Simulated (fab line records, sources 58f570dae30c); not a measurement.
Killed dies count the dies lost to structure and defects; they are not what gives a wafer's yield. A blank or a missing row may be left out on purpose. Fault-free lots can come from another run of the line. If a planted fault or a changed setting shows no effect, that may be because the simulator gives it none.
Code-filled problem report in 8D (eight disciplines) form :: flow berkeley cmos170 :: the parts of the form that need people (team, actions taken, sign-off) are left out

1. WHAT IS WRONG
oes product au at UCB170_M1_ETCH_11 reads a mean of 0.786 a.u. on 6 wafers of 2 lots; wafers without a fault read 1.009 a.u. with a standard deviation of 0.022. Measured from the usual mean, that is -10 standard deviations.
The step: etches BARC in N2/H2.
Seen first at day 10 13:06 on rie diel-02, wafer L122.4. The record holds 42 wafers of 14 lots with a number at this step. The rule behind "out" and "out of limits": a value lying over 4 standard deviations away from the usual mean. All remaining wafers that have a number are taken as sound.

2. WHAT THIS IS AND IS NOT
question: which readings at this step
is: oes product au
is not: drypump motor current A, throttle valve pct

question: which lots
is: L122, L126
is not: L112, L113, L115, L116, L117, L118, L121, L129, L131, L132, L133, L135

question: which wafers of those lots
is: all that have a number
is not: -

question: read on which tools
is: rie diel-02
is not: rie diel-01, rie diel-04

question: when
is: from day 10 13:06
is not: up to then (21 sound wafers); but 15 sound wafers of L129, L131, L132, L133, L135 came after

3. SUSPECTS, AND WHAT RULES EACH OUT
Counting: any tool at a process step up to the reading is kept as a suspect provided that every lot that is out went through it and no sound lot did after the first of them.
- rie diel-02 at UCB170_M1_ETCH_11 (etches BARC in N2/H2): kept. All lots that are out passed through it, beginning with L122 at day 10 13:06, and no sound lot followed; its final sound lot before that point was L121 at day 10 03:17. Out on those wafers are its own readings of oes product au.
Left after counting: rie diel-02 at UCB170_M1_ETCH_11.

4. THE CAUSE (what the simulator had put in)
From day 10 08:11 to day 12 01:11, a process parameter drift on rie diel-02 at UCB170_M1_ETCH_11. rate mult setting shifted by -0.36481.
The count eliminated every tool but this one.

5. THE EFFECT CHAIN, in route order
One row per reading whose mean, taken over the struck wafers that have a number, lies over 3 standard deviations from the usual. Only readings whose record carries a usual standard deviation are examined. hours: median over the lots of the time between each lot's start at the first step of this table that gives one and its start at this step. sigmas: the change, counted in usual standard deviations.
hours: 0
step: UCB170_M1_ETCH_11
reading: oes product au
usual: 1.009 a.u.
on struck wafers: 0.786
change: -0.223
sigmas: -10
The process steps in it:
- UCB170_M1_ETCH_11: etches BARC in N2/H2.

6. WHAT WOULD HAVE CAUGHT IT SOONER
In this record the first reading out of limits was taken at day 10 13:06, 5 hours after the fault began at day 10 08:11.
